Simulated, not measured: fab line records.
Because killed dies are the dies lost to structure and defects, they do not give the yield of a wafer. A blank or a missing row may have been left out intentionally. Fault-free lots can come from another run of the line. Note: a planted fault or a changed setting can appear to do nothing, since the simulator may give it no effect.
fab line records	flow rit-cmos
[record] lots = 15	wafers = 45	last-day = 7
route steps=202 shown ACTIVE@4 NWELL@34 NRETRO@62 CONTACT@179
lots with no fault: from the same line, run without faults
start-h: start of the lot's first displayed wafer, in hours after the record's first day	wait-h: hours from the lot's prior step to this one	" unchanged from the row above	L1.1+2: one row covering several wafers at once	- value missing, or start not given	* or withheld: withheld	< > ~ a bound
route shown NAME@n: a module of which the file shows steps, and the number in the route of the first	usual: mean and standard deviation over wafers with no fault	same: alike in all rows	chamber/n: place in a boat	sites: each site's reading	_std_site: standard deviation across them	_edge_site: the outer-site mean with the inner-site mean subtracted	radius-mm: how far each site lies from the wafer's centre	mask NAME#n: copy n	behind: the most recent tool/chamber to have shaped the wafer	hold: reason for holding the lot/hours on hold/outcome of the hold	device: which transistor (n, p or np) failed to switch	end of line: the tests these same wafers got at the end of their route	where a step has no rows: the recipe by itself	killed: count of dies lost to structure and defects at first sort (not the wafer's yield)	map: dies across one wafer; x = killed, . = not, _ = none there
set.NAME: the run value of the setting; set.NAME@STEP: its run value at that earlier step	model.NAME: the simulator's own value behind a step, which no gauge read
a sample of lots followed through the steps of the route, with each step as a table and each wafer as a row
services: the hour from which a tool's chamber was out of use, counted from the record's first day as start-h (under 0 if before that day), plus the number of hours and why
[[steps]]
[step RIT_ACTIVE_CVD_03]
[recipe] material = Si3N4	target-thk-nm = 150	temp-c = 810	precursor = SiH2Cl2/NH3	time-s = 1500	pressure-mtorr = 300	sih2cl2-flow-sccm = 60	nh3-flow-sccm = 150
[usual] susceptor-temp-C = 809.92/0.29	zone-power-centre-pct = 39.2/2
lot.wafer	tool	chamber	start-h	wait-h	susceptor-temp-C	zone-power-centre-pct
L754.2	lpcvd-02	1	12.11	0.0	810.06	41.6
L754.3	"	1	"	"	810.28	41.7
L754.4	"	1	"	"	809.80	42.8
L756.3	lpcvd-02	1	22.11	0.0	809.62	42.2
L756.4	"	1	"	"	809.56	42.8
L756.6	"	1	"	"	810.11	40.9
L758.1	lpcvd-01	0	32.11	0.1	810.01	39.1
L758.3	"	0	"	"	809.83	39.1
L758.4	"	0	"	"	810.42	38.5
L759.1	lpcvd-02	1	37.11	0.1	809.74	42.4
L759.2	"	1	"	"	809.48	41.4
L759.3	"	1	"	"	809.95	41.1
L761.1	lpcvd-02	1	47.43	0.1	809.99	42.0
L761.2	"	1	"	"	809.97	41.5
L761.3	"	1	"	"	809.94	41.9
L762.1	lpcvd-01	1	52.11	0.1	810.47	35.7
L762.5	"	1	"	"	810.09	35.6
L762.6	"	1	"	"	810.42	35.6
L763.2	lpcvd-02	0	57.11	0.0	810.12	38.5
L763.4	"	0	"	"	809.91	37.9
L763.6	"	0	"	"	809.60	38.7
L764.1	lpcvd-01	0	62.11	0.1	810.51	39.5
L764.3	"	0	"	"	809.50	39.3
L764.5	"	0	"	"	810.23	38.5
L765.2	lpcvd-01	0	67.11	0.0	810.00	39.5
L765.3	"	0	"	"	810.24	39.3
L765.4	"	0	"	"	810.14	38.7
L766.1	lpcvd-01	0	72.64	0.1	809.61	38.8
L766.4	"	0	"	"	809.93	38.9
L766.6	"	0	"	"	809.77	38.5
L767.1	lpcvd-01	0	77.52	0.1	809.49	39.0
L767.4	"	0	"	"	810.00	39.2
L767.6	"	0	"	"	809.60	38.7
L769.2	lpcvd-01	0	87.11	0.0	809.64	38.5
L769.3	"	0	"	"	810.12	38.9
L769.5	"	0	"	"	809.43	38.4
L774.3	lpcvd-02	1	112.11	0.0	809.87	42.1
L774.4	"	1	"	"	809.85	42.8
L774.6	"	1	"	"	809.66	42.5
L776.1	lpcvd-02	1	122.11	0.1	809.89	42.1
L776.2	"	1	"	"	809.64	41.7
L776.6	"	1	"	"	809.91	42.5
L777.1	lpcvd-02	0	127.61	0.5	810.21	38.5
L777.3	"	0	"	"	809.41	38.0
L777.4	"	0	"	"	809.56	37.9
[step RIT_ACTIVE_THK_MEAS_04]
[recipe] reads = Si3N4_of_ACTIVE_CVD_03
[usual] ACTIVE_NITRIDE_THK = 149.5/1.4
lot.wafer	tool	chamber	start-h	wait-h	ACTIVE_NITRIDE_THK[nm]
L754.2	film-metro-01	-	14.25	0.0	151.0
L754.3	"	-	"	"	150.1
L754.4	"	-	"	"	150.2
L756.3	film-metro-03	-	24.26	0.0	148.3
L756.4	"	-	"	"	147.4
L756.6	"	-	"	"	148.7
L758.1	film-metro-02	-	33.53	0.0	149.6
L758.3	"	-	"	"	148.5
L758.4	"	-	"	"	148.6
L759.1	film-metro-02	-	38.53	0.0	149.2
L759.2	"	-	"	"	149.1
L759.3	"	-	"	"	150.0
L761.1	film-metro-03	-	48.85	0.0	150.3
L761.2	"	-	"	"	149.7
L761.3	"	-	"	"	149.8
L762.1	film-metro-01	-	53.53	0.0	149.6
L762.5	"	-	"	"	149.9
L762.6	"	-	"	"	150.1
L763.2	film-metro-02	-	58.54	0.0	148.1
L763.4	"	-	"	"	149.5
L763.6	"	-	"	"	149.4
L764.1	film-metro-01	-	63.53	0.0	150.1
L764.3	"	-	"	"	150.4
L764.5	"	-	"	"	150.0
L765.2	film-metro-03	-	68.54	0.0	149.4
L765.3	"	-	"	"	150.3
L765.4	"	-	"	"	149.1
L766.1	film-metro-01	-	74.06	0.0	213.7
L766.4	"	-	"	"	213.8
L766.6	"	-	"	"	213.6
L767.1	film-metro-03	-	78.93	0.0	215.8
L767.4	"	-	"	"	215.9
L767.6	"	-	"	"	216.3
L769.2	film-metro-01	-	88.54	0.0	214.8
L769.3	"	-	"	"	214.5
L769.5	"	-	"	"	214.7
L774.3	film-metro-01	-	115.32	0.0	152.6
L774.4	"	-	"	"	152.5
L774.6	"	-	"	"	152.2
L776.1	film-metro-01	-	124.24	0.0	150.8
L776.2	"	-	"	"	150.1
L776.6	"	-	"	"	150.5
L777.1	film-metro-02	-	129.73	0.0	149.5
L777.3	"	-	"	"	150.4
L777.4	"	-	"	"	149.8
[step RIT_ACTIVE_ETCH_13]
[recipe] stop-on = SiO2	chemistry = SF6	target = Si3N4	time-s = 210	over-etch-frac = 0.4	SF6_flow_sccm = 200	pressure-mtorr = 260	rf-w = 125	target-depth-a = 2100
[usual] drypump-motor-current-A = 5.8/0.38	oes-product-au = 0.818/0.014	throttle-valve-pct = 7.51/0.13
lot.wafer	tool	chamber	start-h	wait-h	drypump-motor-current-A	oes-product-au	rf-hours-counter-h	throttle-valve-pct
L754.2	rie-diel-01	3	15.42	0.1	5.7	0.830	147	7.49
L754.3	"	2	"	"	6.0	0.803	94	7.55
L754.4	"	0	"	"	6.8	0.804	168	7.51
L756.3	rie-diel-02	1	25.74	0.1	5.4	0.822	7	7.39
L756.4	"	2	"	"	5.6	0.796	4	7.41
L756.6	"	3	"	"	5.9	0.800	-	7.76
L758.1	rie-diel-01	2	34.83	0.1	6.0	0.804	94	7.56
L758.3	"	1	"	"	5.6	0.830	153	7.37
L758.4	"	3	"	"	5.6	0.814	148	7.49
L759.1	rie-diel-02	0	39.83	0.1	6.0	0.814	56	7.70
L759.2	"	1	"	"	5.3	0.818	8	7.39
L759.3	"	2	"	"	5.7	0.810	4	7.41
L761.1	rie-diel-04	0	50.04	0.1	5.1	0.829	143	7.46
L761.2	"	1	"	"	6.1	0.840	112	7.62
L761.3	"	3	"	"	5.5	0.837	7	7.34
L762.1	rie-diel-02	1	54.72	0.1	5.3	0.820	8	7.39
L762.5	"	3	"	"	5.9	0.785	-	7.76
L762.6	"	0	"	"	5.9	0.813	-	7.69
L763.2	rie-diel-01	2	59.89	0.1	6.0	0.809	95	7.56
L763.4	"	1	"	"	5.6	0.841	-	7.39
L763.6	"	2	"	"	6.0	0.811	-	7.58
L764.1	rie-diel-04	0	64.71	0.1	5.1	0.837	143	7.46
L764.3	"	2	"	"	6.1	0.832	131	7.60
L764.5	"	2	"	"	6.0	0.836	-	7.61
L765.2	rie-diel-04	0	69.83	0.1	5.1	0.834	143	7.44
L765.3	"	1	"	"	6.1	0.844	112	7.64
L765.4	"	2	"	"	6.0	0.832	131	7.61
L766.1	rie-diel-02	1	75.24	0.1	5.4	0.991	8	7.38
L766.4	"	1	"	"	5.4	0.980	-	7.38
L766.6	"	2	"	"	5.6	0.986	-	7.40
L767.1	rie-diel-01	0	80.24	0.1	6.8	1.015	0	7.51
L767.4	"	3	"	"	5.6	1.014	149	7.50
L767.6	"	2	"	"	6.0	0.989	-	7.57
L769.2	rie-diel-01	1	89.71	0.1	5.6	1.022	154	7.39
L769.3	"	3	"	"	5.6	0.995	149	7.50
L769.5	"	1	"	"	5.6	1.027	-	7.38
L774.3	rie-diel-01	1	116.53	0.1	5.6	0.840	154	7.38
L774.4	"	3	"	"	5.6	0.824	150	7.49
L774.6	"	0	"	"	6.8	0.842	-	7.50
L776.1	rie-diel-01	2	125.70	0.1	6.0	0.814	96	7.57
L776.2	"	0	"	"	6.8	0.842	1	7.51
L776.6	"	2	"	"	6.0	0.815	-	7.54
L777.1	rie-diel-02	3	131.20	0.1	5.9	0.798	92	7.75
L777.3	"	0	"	"	6.0	0.816	57	7.70
L777.4	"	1	"	"	5.4	0.821	9	7.37
[step RIT_NWELL_OVL_MEAS_06]
[usual] NWELL_OVL = -0.8/1.6
lot.wafer	tool	chamber	start-h	wait-h	NWELL_OVL[nm]
L754.2	overlay-01	-	21.08	-	-0.3
L754.3	"	-	"	"	-1.3
L754.4	"	-	"	"	-3.1
L756.3	overlay-02	-	31.63	-	0.8
L756.4	"	-	"	"	3.9
L756.6	"	-	"	"	4.8
L758.1	overlay-02	-	40.46	-	0.1
L758.3	"	-	"	"	0.6
L758.4	"	-	"	"	0.8
L759.1	overlay-02	-	49.34	-	0.7
L759.2	"	-	"	"	1.1
L759.3	"	-	"	"	-0.6
L761.1	overlay-02	-	55.50	-	-2.0
L761.2	"	-	"	"	-2.0
L761.3	"	-	"	"	-1.0
L762.1	overlay-01	-	61.58	-	0.6
L762.5	"	-	"	"	-1.9
L762.6	"	-	"	"	0.3
L763.2	overlay-01	-	65.31	-	-1.9
L763.4	"	-	"	"	0.3
L763.6	"	-	"	"	-2.2
L764.1	overlay-02	-	70.25	-	-1.9
L764.3	"	-	"	"	-2.5
L764.5	"	-	"	"	-2.1
L765.2	overlay-02	-	77.07	-	-0.8
L765.3	"	-	"	"	-3.5
L765.4	"	-	"	"	-4.0
L769.2	overlay-02	-	95.79	-	0.0
L769.5	"	-	"	"	1.9
L774.3	overlay-01	-	122.10	-	-1.4
L774.4	"	-	"	"	-1.9
L774.6	"	-	"	"	-1.2
L776.1	overlay-01	-	131.17	-	-0.4
L776.2	"	-	"	"	-1.4
L776.6	"	-	"	"	0.6
L777.1	overlay-01	-	138.26	-	-1.2
L777.3	"	-	"	"	-1.8
L777.4	"	-	"	"	-1.4
[step RIT_NRETRO_STRIP_09]
[recipe] chemistry = O2	time-s = 180	resist = NOVOLAK	platen-temp-c = withheld	power-w = 500	pressure-mtorr = 4000	o2-flow-sccm = 4000
[usual] drypump-motor-current-A = 5.93/0.24	rf-refl-power-W = 7.8/1.5
lot.wafer	tool	chamber	start-h	wait-h	drypump-motor-current-A	rf-hours-counter-h	rf-refl-power-W
L754.2	plasma-asher-03	1	30.06	0.1	6.03	38	8.8
L754.3	"	0	"	"	5.61	-	5.3
L754.4	"	1	"	"	6.04	-	8.9
L756.3	plasma-asher-04	0	40.67	0.1	6.35	-	6.7
L756.4	"	1	"	"	5.87	-	6.4
L756.6	"	0	"	"	6.38	-	6.8
L758.1	plasma-asher-02	1	50.04	0.1	5.82	41	10.4
L758.3	"	0	"	"	5.83	-	7.9
L758.4	"	1	"	"	5.84	-	10.3
L759.1	plasma-asher-04	1	58.82	0.1	5.84	28	6.5
L759.2	"	0	"	"	6.34	28	6.6
L759.3	"	1	"	"	5.84	-	6.6
L761.1	plasma-asher-02	1	64.43	0.1	5.82	42	10.1
L761.2	"	0	"	"	5.91	42	7.9
L761.3	"	0	"	"	5.87	-	7.7
L762.1	plasma-asher-03	1	70.57	0.1	6.09	41	9.0
L762.5	"	0	"	"	5.60	-	5.5
L762.6	"	1	"	"	6.06	-	8.9
L763.2	plasma-asher-03	0	74.28	0.1	5.59	42	6.0
L763.4	"	1	"	"	6.04	-	8.7
L763.6	"	1	"	"	6.00	-	9.0
L764.1	plasma-asher-04	1	79.69	0.1	5.86	30	6.7
L764.3	"	0	"	"	6.41	-	6.7
L764.5	"	1	"	"	5.87	-	6.6
L765.2	plasma-asher-02	0	85.95	0.1	5.86	44	7.6
L765.3	"	1	"	"	5.83	-	10.2
L765.4	"	0	"	"	5.84	-	8.3
L769.2	plasma-asher-02	1	107.02	0.1	5.82	46	10.2
L769.5	"	0	"	"	5.87	-	7.8
L774.3	plasma-asher-03	0	131.54	0.1	5.63	-	5.5
L774.4	"	1	"	"	6.07	-	9.0
L774.6	"	1	"	"	6.05	-	9.0
L776.1	plasma-asher-02	1	140.83	0.1	5.83	50	10.1
L776.2	"	0	"	"	5.86	50	8.1
L776.6	"	0	"	"	5.82	-	8.1
L777.1	plasma-asher-03	1	147.48	0.1	6.09	50	9.1
L777.3	"	1	"	"	6.03	-	9.1
L777.4	"	0	"	"	5.60	-	5.7
[step RIT_CONTACT_ETCH_11]
[recipe] target-depth-a = 4800	over-etch-frac = 0.2	stop-on = TiSi2	chemistry = CHF3/CF4/Ar	target = SiO2	CHF3_flow_sccm = 50	cf4-flow-sccm = 10	Ar_flow_sccm = 100	O2_flow_sccm = 5	pressure-mtorr = 100	rf-w = 200	time-s = 320
[usual] drypump-motor-current-A = 5.8/0.43	oes-product-au = 1.001/0.012	throttle-valve-pct = 8.82/0.12
lot.wafer	tool	chamber	start-h	wait-h	drypump-motor-current-A	oes-product-au	rf-hours-counter-h	throttle-valve-pct
L754.2	rie-diel-01	0	52.10	0.1	6.7	0.972	169	8.80
L754.3	"	2	"	"	6.0	0.969	95	8.89
L754.4	"	1	"	"	5.6	1.004	153	8.71
L756.3	rie-diel-03	1	65.06	0.1	6.0	1.003	83	8.61
L756.4	"	0	"	"	5.8	1.007	33	8.70
L756.6	"	2	"	"	5.3	0.998	-	8.67
L758.1	rie-diel-03	0	72.03	0.1	5.9	1.011	33	8.73
L758.3	"	0	"	"	5.9	1.010	-	8.72
L758.4	"	2	"	"	5.3	1.002	-	8.69
L759.1	rie-diel-04	1	81.87	0.1	6.1	1.007	112	8.99
L759.2	"	2	"	"	6.0	1.010	131	8.97
L759.3	"	3	"	"	5.5	0.987	8	8.70
L761.1	rie-diel-04	2	87.33	0.1	6.0	1.002	131	8.98
L761.2	"	1	"	"	6.1	1.022	112	8.99
L761.3	"	0	"	"	5.0	1.001	143	8.83
L762.1	rie-diel-04	2	94.21	0.1	6.0	1.004	131	8.96
L762.5	"	2	"	"	6.0	1.003	-	8.97
L762.6	"	3	"	"	5.6	1.004	-	8.69
L763.2	rie-diel-01	2	96.15	0.1	6.0	0.977	96	8.90
L763.4	"	1	"	"	5.6	1.003	-	8.73
L763.6	"	2	"	"	6.0	0.977	-	8.88
L764.1	rie-diel-01	3	104.79	0.1	5.6	0.981	149	8.85
L764.3	"	0	"	"	6.8	1.014	0	8.80
L764.5	"	0	"	"	6.8	1.016	-	8.82
L765.2	rie-diel-01	1	107.56	0.1	5.6	0.991	154	8.72
L765.3	"	0	"	"	6.7	1.017	0	8.82
L765.4	"	3	"	"	5.6	0.988	150	8.86
L769.2	rie-diel-01	1	128.78	0.1	5.6	1.008	154	8.71
L769.5	"	1	"	"	5.6	1.003	-	8.71
L774.3	rie-diel-01	2	155.70	0.1	6.0	0.988	97	8.88
L774.4	"	2	"	"	6.0	0.977	-	8.88
L774.6	"	1	"	"	5.6	0.971	-	8.71
L776.1	rie-diel-03	3	162.27	0.1	5.2	1.003	116	8.88
L776.2	"	0	"	"	5.8	1.012	35	8.72
L776.6	"	3	"	"	5.3	1.008	-	8.91
L777.1	rie-diel-04	0	170.15	0.1	5.0	1.000	145	8.81
L777.3	"	2	"	"	6.0	1.004	133	8.97
L777.4	"	2	"	"	6.0	0.994	-	8.98
[[services]]
tool	chamber	start-h	hours	kind
rie-diel-01	0	-0.90	16.0	repair
lpcvd-02	-	14.24	6.0	pm
plasma-asher-02	-	14.94	0.9	repair
rie-diel-03	1	20.27	7.6	repair
rie-diel-02	2	21.25	3.2	repair
lpcvd-02	-	30.45	2.8	pm
plasma-asher-03	-	37.01	14.6	pm
rie-diel-03	2	50.43	5.5	repair
plasma-asher-02	-	51.44	2.8	pm
lpcvd-02	-	53.22	0.5	repair
rie-diel-01	0	53.63	-	clean
rie-diel-01	0	53.63	18.6	scheduled-down
rie-diel-01	0	53.63	18.6	vent-cycle
rie-diel-04	-	59.02	0.9	repair
rie-diel-03	1	69.09	9.3	repair
rie-diel-03	3	69.48	14.2	repair
rie-diel-02	0	73.39	13.9	repair
rie-diel-01	0	89.70	8.6	repair
rie-diel-04	0	93.81	9.9	repair
rie-diel-04	1	96.48	6.6	repair
rie-diel-04	-	107.45	0.5	repair
lpcvd-01	-	135.08	3.0	repair
rie-diel-03	0	142.34	7.7	repair
rie-diel-04	1	159.45	11.7	repair
[[key]]
[first-sign] step = RIT_ACTIVE_THK_MEAS_04	reading = ACTIVE_NITRIDE_THK	direction = up	sigmas = 48	usual = 149.5	struck = 214.8
[effect] step = RIT_ACTIVE_ETCH_13	reading = oes-product-au	direction = up	sigmas = 13	usual = 0.818	struck = 1.002
met-at RIT_ACTIVE_CVD_03
struck-lots L766,L767,L769
later-rows-left-out L766.1,L766.4,L766.6,L767.1,L767.4,L767.6,L769.3
sort-left-out L766.1,L766.4,L766.6,L767.1,L767.4,L767.6,L769.2,L769.3,L769.5
tester-left-out L766,L767,L769
not-acting-at RIT_NWELL_OVL_MEAS_06,RIT_NRETRO_STRIP_09,RIT_CONTACT_ETCH_11
onset-between 67.11 72.64
[fault] kind = process-parameter-drift	tool = lpcvd-01	chamber = -	onset-h = 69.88	steps = RIT_ACTIVE_CVD_03	channel = target-thk-nm	offset = 67.61	shape = step	end-h = 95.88	acts-in = these-recipes-only	stated = 150
// tester-left-out: of these lots the tester's yield and bins aren't shown, on N5 and GAA mostly nor the transistor test; their killed dies are dies lost to structure and defects alone, not to doping, threshold or leakage, so they don't give the yield
// sort-left-out: the simulated sort isn't trusted on such a fault, so these wafers' sort isn't shown, and their yield isn't known
// later-rows-left-out: the simulator's readings of these wafers behind a module that went badly wrong aren't trusted and aren't shown, but for the sort
